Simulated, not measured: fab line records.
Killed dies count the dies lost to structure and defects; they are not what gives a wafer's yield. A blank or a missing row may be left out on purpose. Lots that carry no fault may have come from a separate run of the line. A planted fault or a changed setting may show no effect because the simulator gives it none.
Struck lot and sound lot, side by side / flow ritCmos / 44 out of 202 route steps
Sound: these wafers, L914.1, L914.3, L914.6. Wafers struck: L924.3, L924.5, L924.6. At the end, the cause is stated.
For every step that has rows: the tool of each side, followed by ch and its chambers, followed by its first start. Under that, the readings that differ: sound wafers / struck wafers / difference of the means / sigmas: that difference in standard deviations of wafers without a fault.
alike: readings whose means differ by less than 2 such deviations, and words and numbers that are the same on both sides. not compared: withheld readings, readings that some wafer has no value for, bounds like >300 that may hide the same value, and numbers for which the record gives no deviation and whose values overlap.
The two part at a step that has a row with sigmas, a row that says differs or no value, or rows on one side only. Numbers that don't overlap but have no deviation are shown without sigmas and don't part them. A reading missing from all wafers of one side parts the sides only when that side holds two or more wafers.

first, 2 steps without rows for these wafers: RIT_NLDD_HARDBAKE_07 (time 60 s); RIT_NLDD_IMPLANT_08.
RIT_NLDD_STRIP_09: strips in O2, time 180 s.
  sound on plasmaAsher-02 ch 0,1, day 3 14:51; struck on plasmaAsher-02 ch 0,1, day 5 22:49
  alike: drypumpMotorCurrentA
  not compared: rfHoursCounterH
RIT_NLDD_TW_MEAS_10:
  sound: filmMetro-04 at day 3 15:02; struck: filmMetro-04 at day 5 22:57
  alike: NLDD_TW
then, 6 steps without rows for these wafers: RIT_PLDD_HMDS_00 (prime time 60 s); RIT_PLDD_COAT_01 (resist thk 982.6 nm); RIT_PLDD_SOFTBAKE_02 (time 60 s); RIT_PLDD_EXPOSE_03 (exposes mask M8, target cd 40900 nm); RIT_PLDD_PEB_04; RIT_PLDD_DEVELOP_05 (develop time 50 s).
RIT_PLDD_OVL_MEAS_06:
  sound: overlay-02 at day 3 15:56; struck: overlay-02 at day 5 23:51
  alike: PLDD_OVL
then, 1 step without rows for these wafers: RIT_PLDD_HARDBAKE_07 (time 60 s).
RIT_PLDD_IMPLANT_08:
  sound on implanter-03 ch 0, day 3 16:07; struck on implanter-03 ch 0, day 6 00:05
  alike: tiltDeg
RIT_PLDD_STRIP_09: strips in O2, time 180 s.
  sound on plasmaAsher-03 ch 0,1, day 3 16:16; struck on plasmaAsher-01 ch 0,1, day 6 00:14
  alike: drypumpMotorCurrentA
  not compared: rfHoursCounterH
RIT_PLDD_TW_MEAS_10:
  sound: filmMetro-02 at day 3 16:27; struck: filmMetro-03 at day 6 00:22
reading=PLDD_TW; sound=2424 2412 2410; struck=2331 2328 2330; difference=-86; sigmas=-4
then, 4 steps without rows for these wafers: RIT_SPACER_CLEAN_00 (cleans in SC1, time 600 s); RIT_SPACER_CLEAN_01 (cleans in dHF, time 30 s); RIT_SPACER_CLEAN_02 (cleans in SC2, time 600 s); RIT_SPACER_CVD_03 (deposits Si3N4 from SiH2Cl2/NH3, target thk 250 nm, time 3300 s).
RIT_SPACER_THK_MEAS_04:
  sound: filmMetro-01 at day 3 18:49; struck: filmMetro-01 at day 6 02:44
  alike: SPACER_NITRIDE_THK
RIT_SPACER_ETCHBACK_05: etches Si3N4 in SF6/CHF3, stops on SiO2, target depth 250 nm, time 240 s.
  sound on rieDiel-02 ch 0,2, day 3 18:53; struck on rieDiel-04 ch 0,2, day 6 02:46
  alike: drypumpMotorCurrentA, oesProductAu, throttleValvePct
  not compared: rfHoursCounterH
then, 6 steps without rows for these wafers: RIT_NSD_HMDS_00 (prime time 60 s); RIT_NSD_COAT_01 (resist thk 1000 nm); RIT_NSD_SOFTBAKE_02 (time 60 s); RIT_NSD_EXPOSE_03 (exposes mask M9, target cd 40700 nm); RIT_NSD_PEB_04; RIT_NSD_DEVELOP_05 (develop time 50 s).
RIT_NSD_OVL_MEAS_06:
  sound: overlay-01 at day 3 20:01; struck: overlay-02 at day 6 03:55
  alike: NSD_OVL
then, 2 steps without rows for these wafers: RIT_NSD_HARDBAKE_07 (time 60 s); RIT_NSD_IMPLANT_08.
RIT_NSD_STRIP_09: strips in O2, time 180 s.
  sound on plasmaAsher-04 ch 0,1, day 3 20:20; struck on plasmaAsher-01 ch 0,1, day 6 04:17
  alike: drypumpMotorCurrentA
  not compared: rfHoursCounterH
RIT_NSD_TW_MEAS_10:
  sound: filmMetro-03 at day 3 20:31; struck: filmMetro-04 at day 6 04:26
  alike: NSD_TW
then, 6 steps without rows for these wafers: RIT_PSD_HMDS_00 (prime time 60 s); RIT_PSD_COAT_01 (resist thk 1000 nm); RIT_PSD_SOFTBAKE_02 (time 60 s); RIT_PSD_EXPOSE_03 (exposes mask M10, target cd 40900 nm); RIT_PSD_PEB_04; RIT_PSD_DEVELOP_05 (develop time 50 s).
RIT_PSD_OVL_MEAS_06:
  sound: overlay-02 at day 3 21:33; struck: overlay-01 at day 6 05:20
  alike: PSD_OVL
then, 2 steps without rows for these wafers: RIT_PSD_HARDBAKE_07 (time 60 s); RIT_PSD_IMPLANT_08.
RIT_PSD_STRIP_09: strips in O2, time 180 s.
  sound on plasmaAsher-03 ch 1, day 3 21:53; struck on plasmaAsher-01 ch 0,1, day 6 05:43
  alike: drypumpMotorCurrentA
  not compared: rfHoursCounterH
RIT_SDANNEAL_RS_MEAS_06: the measuring method here is four-point-probe.
  sound: filmMetro-03 at day 3 22:47; struck: filmMetro-02 at day 6 06:37
reading=PLDD_RS (ohm/sq); sound=178.5 178.8 178.4; struck=183.7 184.1 183.2; difference=+5.1; sigmas=+11
RIT_M1_PROBE_99:
  sound: prober-02 at day 4 06:28; struck: prober-02 at day 6 13:58
reading=model.etest.pldd.rsOhmSqRange; sound=16.7 13.28 10.21; struck=41.44 40.94 45.3; difference=+29.16; sigmas=
reading=model.etest.pldd.rsOhmSqRimLessCentre; sound=10.42 3.739 7.018; struck=-10.31 -16.37 -7.168; difference=-18.34; sigmas=
reading=model.etest.pmos_0p15.driveUaUmRange; sound=4.689 3.721 5.668; struck=6.133 7.88 5.724; difference=+1.886; sigmas=
  alike: killedAtContacts, killedAtFrontEnd, killedDies, killedOpen, killedShort

== WHERE THEY PART ==
At RIT_PLDD_TW_MEAS_10 first; at RIT_SDANNEAL_RS_MEAS_06 last (within this record only). Later steps at which nothing parts them and some readings are alike: RIT_M1_PROBE_99.

WHY: what had been put in by the simulator
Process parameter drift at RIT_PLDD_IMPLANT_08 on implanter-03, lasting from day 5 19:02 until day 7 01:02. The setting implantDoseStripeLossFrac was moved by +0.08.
